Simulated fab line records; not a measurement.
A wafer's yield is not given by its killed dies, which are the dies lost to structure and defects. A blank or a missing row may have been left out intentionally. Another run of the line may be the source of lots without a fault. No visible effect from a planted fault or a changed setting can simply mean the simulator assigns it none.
Problem report, 8D (eight disciplines) form, completed by code / flow rit_cmos / the parts of the form that need people (team, actions taken, sign-off) are left out

== 1. WHAT IS WRONG ==
Mean of cd_nm at RIT_CONTACT_CD_MEAS_08: 1028.2 nm across 6 wafers in 2 lots; on wafers with no fault it is 1000.1 nm (standard deviation 1.9). That is +15 standard deviations from the usual mean.
The step: target cd 1000 nm.
Seen first at day 5 17:26 on cd_sem-01, wafer L473.1. Wafers with a number at this step in the record: 42, from 14 lots. The rule behind "out" and "out of limits": a value lying over 4 standard deviations away from the usual mean. All remaining wafers that have a number are taken as sound.

== 2. WHAT IT IS, WHAT IT ISN'T ==
question=which readings at this step | is=cd_nm | is not=-
question=which lots | is=L473, L474 | is not=L461, L462, L463, L464, L465, L466, L469, L475, L477, L478, L479, L480
question=which wafers of those lots | is=all that have a number | is not=-
question=read on which gauges | is=cd_sem-01, cd_sem-02 | is not=-
question=when | is=from day 5 17:26 | is not=up to then (21 sound wafers); but 15 sound wafers of L475, L477, L478, L479, L480 came after

== 3. WHAT RULES OUT EACH SUSPECT ==
Counting: a tool stays on the suspect list if, at a process step up to the reading, it processed all lots that are out and no sound lot following the first of them.
- ruled out: the gauge at RIT_CONTACT_CD_MEAS_08. 2 gauges (cd_sem-01, cd_sem-02) read the wafers that are out.
- litho_track-02 at RIT_CONTACT_DEVELOP_07 (develop time 120 s): kept. All lots that are out passed through it, beginning with L473 at day 5 17:00, and no sound lot followed; its final sound lot before that point was L464 at day 3 19:00.
After counting, what remains is litho_track-02 at RIT_CONTACT_DEVELOP_07.

== 4. THE CAUSE (what the simulator had put in) ==
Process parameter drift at RIT_CONTACT_DEVELOP_07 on litho_track-02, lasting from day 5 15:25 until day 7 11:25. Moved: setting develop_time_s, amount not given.
This tool alone remained once counting was done.

== 5. THE CHAIN OF EFFECTS, in route order ==
Each row: a reading whose mean over the struck wafers that have a number lies more than 3 standard deviations from the usual. Readings are gone through only where the record gives a usual standard deviation; hours: the median, over the lots, of the time from a lot's start at the first step in this table giving one to that lot's start at this step; sigmas: the change measured in usual standard deviations.
hours=0; step=RIT_CONTACT_CD_MEAS_08; reading=cd_nm; usual=1000.1 nm; on struck wafers=1028.2; change=+28.1; sigmas=+15

== 6. WHAT WOULD HAVE CAUGHT IT SOONER ==
Counted from the fault's start at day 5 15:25, it took 2 hours until the first out-of-limits reading at a measuring or inspecting step in this record, taken at day 5 17:26.
Of the tool readings at RIT_CONTACT_DEVELOP_07 for which the record gives a usual standard deviation, none was out on any struck wafer, so an alarm limit of 4 standard deviations on them would not have fired.
Of the lots that are out (2), L474 began RIT_CONTACT_DEVELOP_07 on litho_track-02 after day 5 17:26. Had the tool been put on hold then, it would have been spared.
